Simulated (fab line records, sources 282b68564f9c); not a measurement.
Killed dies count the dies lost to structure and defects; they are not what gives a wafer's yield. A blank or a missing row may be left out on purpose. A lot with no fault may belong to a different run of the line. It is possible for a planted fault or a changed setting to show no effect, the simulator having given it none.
fab line records | flow ritCmos
record lots=15 wafers=45 lastDay=7
route steps=202 shown ACTIVE@15 SILICIDE@163 CONTACT@179 M1@193
lots with no fault: from the same line, run without faults
startH: the number of hours between the record's first day and the start of the first shown wafer of the lot | waitH: how many hours have passed since the lot's step before this one | " identical to the entry in the row above | L1.1+2: a row that stands for several wafers | - no value, or no start given | * or withheld: withheld | < > ~ a bound
route shown NAME@n: names a module that has steps shown in the file, with the first one's number in the route | usual: the fault-free wafers' mean and standard deviation | same: alike in all rows | chamber/n: place in a boat | sites: per-site readings | _std_site: how widely they spread, as a standard deviation | _edge_site: the outer-site mean with the inner-site mean subtracted | radiusMm: for every site, how far away it sits from the centre of the wafer | mask NAME#n: copy n | behind: tool/chamber where the wafer was last shaped | hold: reason for holding the lot/hours on hold/outcome of the hold | device: the n, p or np transistor that did not switch | end of line: tests of these same wafers at the route's end | step lacking rows: just its recipe | killed: at the first sort, the dies lost to defects and structure; wafer yield is something else | map: dies across one wafer; x = killed, . = not, _ = none there
set.NAME: the setting as run; set.NAME@STEP: as run at that earlier step | model.NAME: the simulator's own value behind a step, which no gauge read
one table for each step of the route and one row for each wafer, over a sample of lots
services: from which hour (startH, from the record's first day; less than 0 if before it) a tool's chamber was out of use, for how many hours, and why
## steps
# step RIT_ACTIVE_STRIP_14
# recipe chemistry=O2 timeS=180 resist=NOVOLAK platenTempC=withheld powerW=500 pressureMtorr=4000 o2FlowSccm=4000
# usual drypumpMotorCurrentA=5.6/0.43
# same timeS=180
# columns lot.wafer tool chamber startH waitH drypumpMotorCurrentA rfHoursCounterH
L636.1 plasmaAsher-02 0 19.84 0.1 4.7 24
L636.3 " 1 " " 5.5 -
L636.4 " 0 " " 4.7 -
L637.2 plasmaAsher-01 0 24.97 0.1 6.0 39
L637.3 " 1 " " 6.1 -
L637.5 " 0 " " 6.0 -
L638.4 plasmaAsher-02 0 30.03 0.1 4.7 -
L638.5 " 1 " " 5.5 -
L638.6 " 0 " " 4.7 -
L639.3 plasmaAsher-02 1 35.08 0.1 5.5 -
L639.4 " 0 " " 4.7 -
L639.5 " 0 " " 4.7 -
L640.1 plasmaAsher-03 1 39.84 0.1 5.4 33
L640.3 " 0 " " 5.4 -
L640.5 " 1 " " 5.4 -
L642.3 plasmaAsher-03 0 50.08 0.1 5.4 -
L642.4 " 1 " " 5.4 -
L642.5 " 1 " " 5.4 -
L643.1 plasmaAsher-03 1 54.97 0.1 5.4 35
L643.2 " 0 " " 5.4 35
L643.5 " 0 " " 5.4 -
L644.3 plasmaAsher-03 1 62.04 0.1 5.4 -
L644.5 " 1 " " 5.4 -
L644.6 " 0 " " 5.4 -
L645.1 plasmaAsher-01 1 64.84 0.1 6.0 44
L645.2 " 0 " " 5.9 44
L645.5 " 0 " " 5.9 -
L648.2 plasmaAsher-01 1 79.84 0.1 6.1 45
L648.3 " 0 " " 6.0 -
L648.5 " 1 " " 6.1 -
L650.1 plasmaAsher-01 0 89.98 0.1 6.0 47
L650.4 " 1 " " 6.0 -
L650.6 " 1 " " 6.0 -
L653.1 plasmaAsher-03 1 104.97 0.1 5.4 40
L653.5 " 0 " " 5.4 -
L653.6 " 1 " " 5.4 -
L655.1 plasmaAsher-02 0 114.84 0.1 4.7 34
L655.2 " 1 " " 5.5 34
L655.4 " 1 " " 5.5 -
L657.2 plasmaAsher-02 0 124.97 0.1 4.7 35
L657.3 " 1 " " 5.5 -
L657.6 " 1 " " 5.5 -
L658.2 plasmaAsher-03 1 129.89 0.1 5.4 1
L658.3 " 1 " " 5.4 -
L658.4 " 0 " " 5.4 -
# step RIT_SILICIDE_RS_MEAS_02
# recipe thkMeasGauge=four-point-probe reads=Ti_of_SILICIDE_SPUTTER_01
# usual SILICIDE_TI_RS=50.6/0.52
# columns lot.wafer tool chamber startH waitH SILICIDE_TI_RS[ohm/sq]
L636.1 filmMetro-04 - 55.83 0.1 51.0
L636.3 " - " " 51.3
L636.4 " - " " 50.7
L637.2 filmMetro-04 - 63.51 0.1 50.2
L637.3 " - " " 50.1
L637.5 " - " " 50.1
L638.4 filmMetro-03 - 67.51 0.1 51.3
L638.5 " - " " 50.6
L638.6 " - " " 50.9
L639.3 filmMetro-04 - 71.16 0.1 50.5
L639.4 " - " " 50.3
L639.5 " - " " 50.4
L640.1 filmMetro-04 - 75.22 0.1 51.5
L640.3 " - " " 51.1
L640.5 " - " " 50.7
L642.3 filmMetro-04 - 84.23 0.1 50.2
L642.4 " - " " 50.1
L642.5 " - " " 50.4
L643.1 filmMetro-03 - 91.18 0.1 50.4
L643.2 " - " " 50.4
L643.5 " - " " 50.6
L644.3 filmMetro-04 - 96.45 0.1 51.3
L644.5 " - " " 50.9
L644.6 " - " " 51.6
L645.1 filmMetro-03 - 100.34 0.1 50.1
L645.2 " - " " 50.3
L645.5 " - " " 50.4
L648.2 filmMetro-04 - 116.38 0.1 50.6
L648.3 " - " " 49.7
L648.5 " - " " 49.7
L650.1 filmMetro-03 - 124.69 0.1 50.4
L650.4 " - " " 51.4
L650.6 " - " " 50.4
L653.1 filmMetro-01 - 140.14 0.1 49.5
L653.5 " - " " 50.3
L653.6 " - " " 49.9
L655.1 filmMetro-03 - 151.84 0.1 50.7
L655.2 " - " " 50.9
L655.4 " - " " 51.0
L657.2 filmMetro-04 - 165.88 0.1 50.5
L657.3 " - " " 50.1
L657.6 " - " " 50.6
L658.2 filmMetro-04 - 169.42 0.1 50.1
L658.3 " - " " 49.8
L658.4 " - " " 50.9
# step RIT_CONTACT_ETCH_11
# recipe targetDepthA=4800 overEtchFrac=0.2 stopOn=TiSi2 chemistry=CHF3/CF4/Ar target=SiO2 CHF3_flow_sccm=50 cf4FlowSccm=10 Ar_flow_sccm=100 O2_flow_sccm=5 pressureMtorr=100 rfW=200 timeS=320
# usual CHF3_flow_sccm=50.00/0.16 O2_flow_sccm=5.004/0.014 cf4FlowSccm=10.00/0.03 drypumpMotorCurrentA=5.6/0.44 oesProductAu=0.994/0.018 throttleValvePct=8.91/0.13 timeS=320/0
# columns lot.wafer tool chamber startH waitH CHF3_flow_sccm O2_flow_sccm cf4FlowSccm drypumpMotorCurrentA oesProductAu rfHoursCounterH throttleValvePct timeS
L636.1 rieDiel-03 0 57.77 0.1 50.14 5.001 9.98 5.5 0.979 1 8.82 320
L636.3 " 1 " " 49.78 4.998 10.04 5.4 1.019 88 8.78 320
L636.4 " 1 " " 49.74 5.001 10.00 5.5 1.022 - 8.76 320
L637.2 rieDiel-01 2 65.22 0.1 50.03 5.010 10.02 5.7 1.008 135 8.95 320
L637.3 " 0 " " 50.06 5.046 10.02 5.9 1.014 111 9.02 320
L637.5 " 1 " " 50.01 5.002 10.04 6.6 0.995 - 8.90 320
L638.4 rieDiel-03 0 69.20 0.1 50.17 5.019 10.03 5.5 0.980 1 8.82 320
L638.5 " 2 " " 50.11 5.001 9.99 6.0 1.013 - 9.05 320
L638.6 " 1 " " 50.12 4.982 9.98 5.5 1.014 - 8.78 320
L639.3 rieDiel-02 2 73.00 0.1 50.30 4.986 9.98 4.8 0.984 89 8.93 320
L639.4 " 0 " " 50.17 5.015 9.99 5.2 1.015 151 8.70 320
L639.5 " 2 " " 50.27 5.003 10.00 4.9 0.982 - 8.94 320
L640.1 rieDiel-01 0 77.00 0.1 50.09 5.012 9.99 5.9 1.017 112 9.01 320
L640.3 " 1 " " 50.09 4.997 10.01 6.6 0.996 134 8.90 320
L640.5 " 2 " " 50.01 4.999 9.98 5.6 1.012 - 8.95 320
L642.3 rieDiel-01 0 86.05 0.1 49.89 5.010 10.05 5.9 1.008 112 9.02 320
L642.4 " 2 " " 50.02 5.009 10.00 5.6 1.013 136 8.95 320
L642.5 " 1 " " 49.97 5.008 10.03 6.6 0.994 - 8.91 320
L643.1 rieDiel-01 3 93.05 0.1 - - - - - - - -
L643.2 " 1 " " - - - - - - - -
L643.5 " 2 " " - - - - - - - -
L644.3 rieDiel-03 2 98.15 0.1 - - - - - - - -
L644.5 " 3 " " - - - - - - - -
L644.6 " 2 " " - - - - - - - -
L645.1 rieDiel-02 1 102.20 0.1 - - - - - - - -
L645.2 " 3 " " - - - - - - - -
L645.5 " 1 " " - - - - - - - -
L648.2 rieDiel-03 3 118.22 0.1 50.05 5.016 10.00 5.6 0.986 79 8.97 320
L648.3 " 1 " " 49.86 5.012 9.96 5.5 1.008 89 8.78 320
L648.5 " 1 " " 50.06 5.013 9.99 5.5 1.007 - 8.77 320
L650.1 rieDiel-03 0 126.43 0.1 50.11 5.019 9.93 5.5 0.969 2 8.81 320
L650.4 " 1 " " 50.13 4.971 10.03 5.5 1.021 90 8.77 320
L650.6 " 0 " " 50.03 5.021 9.93 5.5 0.976 - 8.82 320
L653.1 rieDiel-03 3 141.88 0.1 50.04 5.017 10.05 5.6 0.983 80 8.96 320
L653.5 " 3 " " 50.17 5.021 9.99 5.6 0.983 - 8.94 320
L653.6 " 0 " " 49.89 5.001 10.03 5.5 0.974 - 8.81 320
L655.1 rieDiel-01 3 153.70 0.1 49.92 5.025 10.02 4.8 0.977 27 9.00 320
L655.2 " 2 " " 49.84 5.020 10.01 5.7 1.008 137 8.95 320
L655.4 " 0 " " 50.13 5.002 9.98 5.9 1.022 - 9.01 320
L657.2 rieDiel-01 0 167.92 0.1 50.02 5.012 10.04 5.9 1.013 113 9.01 320
L657.3 " 2 " " 50.20 5.025 9.94 5.7 1.008 137 8.95 320
L657.6 " 2 " " 50.25 5.016 9.99 5.7 1.001 - 8.96 320
L658.2 rieDiel-02 0 171.39 0.1 49.88 4.985 9.99 5.2 1.004 0 8.70 320
L658.3 " 1 " " 49.84 5.024 9.97 5.8 0.973 - 9.08 320
L658.4 " 0 " " 50.19 4.990 9.96 5.2 1.005 - 8.72 320
# step RIT_CONTACT_CD_MEAS_90
# recipe targetCdNm=1000
# usual cdNm=999.5/2.4
# columns lot.wafer tool chamber startH waitH cdNm
L636.1 cdSem-01 - 58.14 0.1 999.9
L636.3 " - " " 996.8
L636.4 " - " " 996.7
L637.2 cdSem-01 - 65.61 0.1 996.6
L637.3 " - " " 997.3
L637.5 " - " " 995.0
L638.4 cdSem-01 - 69.63 0.1 1004.0
L638.5 " - " " 1001.5
L638.6 " - " " 1001.5
L639.3 cdSem-01 - 73.41 0.1 996.5
L639.4 " - " " 997.8
L639.5 " - " " 997.2
L640.1 cdSem-02 - 77.37 0.1 1000.9
L640.3 " - " " 1002.8
L640.5 " - " " 1001.6
L642.3 cdSem-02 - 86.46 0.1 999.1
L642.4 " - " " 999.5
L642.5 " - " " 997.8
L643.1 cdSem-02 - 93.42 0.1 -
L643.2 " - " " -
L643.5 " - " " -
L644.3 cdSem-02 - 98.56 0.1 -
L644.5 " - " " -
L644.6 " - " " -
L645.1 cdSem-02 - 102.57 0.1 -
L645.2 " - " " -
L645.5 " - " " -
L648.2 cdSem-02 - 118.61 0.1 1002.0
L648.3 " - " " 1000.0
L648.5 " - " " 999.8
L650.1 cdSem-02 - 126.80 0.1 1003.1
L650.4 " - " " 1004.9
L650.6 " - " " 1004.6
L653.1 cdSem-02 - 142.25 0.1 996.7
L653.5 " - " " 996.8
L653.6 " - " " 999.8
L655.1 cdSem-02 - 154.07 0.1 999.8
L655.2 " - " " 998.8
L655.4 " - " " 1000.0
L657.2 cdSem-01 - 168.31 0.1 996.2
L657.3 " - " " 997.4
L657.6 " - " " 998.3
L658.2 cdSem-01 - 171.88 0.1 1001.0
L658.3 " - " " 1000.8
L658.4 " - " " 1000.6
# step RIT_M1_CD_MEAS_09
# recipe targetCdNm=2600
# usual cdNm=2600.8/2.1
# columns lot.wafer tool chamber startH waitH cdNm
L636.1 cdSem-02 - 60.11 - 2602.9
L636.3 " - " " 2603.5
L636.4 " - " " 2602.2
L637.2 cdSem-02 - 67.61 - 2601.8
L637.3 " - " " 2603.9
L637.5 " - " " 2604.6
L638.4 cdSem-02 - 71.52 - 2603.6
L638.5 " - " " 2601.3
L638.6 " - " " 2600.5
L639.3 cdSem-02 - 75.36 - 2601.2
L639.4 " - " " 2600.7
L639.5 " - " " 2601.0
L640.1 cdSem-01 - 79.22 - 2605.2
L640.3 " - " " 2604.4
L640.5 " - " " 2605.8
L642.3 cdSem-01 - 88.29 - 2600.4
L642.4 " - " " 2599.8
L642.5 " - " " 2600.2
L648.2 cdSem-01 - 120.44 - 2599.5
L648.3 " - " " 2599.7
L648.5 " - " " 2599.1
L650.1 cdSem-01 - 128.90 - 2602.2
L650.4 " - " " 2601.2
L650.6 " - " " 2601.3
L653.1 cdSem-02 - 144.08 - 2600.2
L653.5 " - " " 2600.1
L653.6 " - " " 2597.9
L655.1 cdSem-01 - 156.04 - 2599.1
L655.2 " - " " 2601.3
L655.4 " - " " 2597.9
L657.2 cdSem-02 - 170.38 - 2601.2
L657.3 " - " " 2598.5
L657.6 " - " " 2599.8
L658.2 cdSem-02 - 173.77 - 2602.1
L658.3 " - " " 2607.2
L658.4 " - " " 2603.1
## services
# columns tool chamber startH hours kind
rieDiel-03 0 -3.39 - clean
rieDiel-03 0 -3.39 16.3 scheduledDown
rieDiel-03 0 -3.39 16.3 ventCycle
plasmaAsher-03 - 30.14 7.3 repair
rieDiel-02 3 35.02 13.1 repair
plasmaAsher-02 - 50.59 2.3 repair
rieDiel-03 2 56.03 2.7 repair
plasmaAsher-01 - 60.14 2.8 pm
plasmaAsher-02 - 77.20 0.7 repair
plasmaAsher-02 - 78.69 1.6 repair
plasmaAsher-03 - 79.26 1.9 repair
rieDiel-03 0 84.88 4.8 repair
plasmaAsher-02 - 88.25 2.5 repair
rieDiel-01 - 104.43 27.2 repair
plasmaAsher-03 - 108.75 9.0 pm
plasmaAsher-03 0 108.75 9.0 ventCycle
plasmaAsher-03 1 108.75 9.0 ventCycle
plasmaAsher-03 0 117.75 - clean
plasmaAsher-03 1 117.75 - clean
plasmaAsher-03 - 133.45 1.9 repair
rieDiel-01 0 145.67 4.8 repair
rieDiel-03 0 146.75 5.9 repair
rieDiel-01 1 151.97 3.9 repair
rieDiel-01 0 159.07 4.2 repair
## key
firstSign step=RIT_CONTACT_ETCH_11 reading=toolRecord direction=missing
effect step=RIT_CONTACT_CD_MEAS_90 reading=cdNm direction=missing
metAt RIT_CONTACT_ETCH_11
struckLots L643,L644,L645
laterRowsLeftOut L643.1,L643.2,L643.5,L644.3,L644.5,L644.6,L645.1,L645.2,L645.5
sortLeftOut L643.1,L643.2,L643.5,L644.3,L644.5,L644.6,L645.1,L645.2,L645.5
testerLeftOut L643,L644,L645
notActingAt RIT_ACTIVE_STRIP_14,RIT_SILICIDE_RS_MEAS_02,RIT_M1_CD_MEAS_09
onsetBetween 86.05 93.05
fault kind=skippedStepWhole tool=rieDiel-01,rieDiel-02,rieDiel-03 chamber=- onsetH=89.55 steps=RIT_CONTACT_ETCH_11 scope=struckLotsOnly
# testerLeftOut: of these lots the tester's yield and bins aren't shown, on N5 and GAA mostly nor the transistor test; their killed dies are dies lost to structure and defects alone, not to doping, threshold or leakage, so they don't give the yield
# sortLeftOut: the simulated sort isn't trusted on such a fault, so these wafers' sort isn't shown, and their yield isn't known
# laterRowsLeftOut: the simulator's readings of these wafers behind a module that went badly wrong aren't trusted and aren't shown, but for the sort
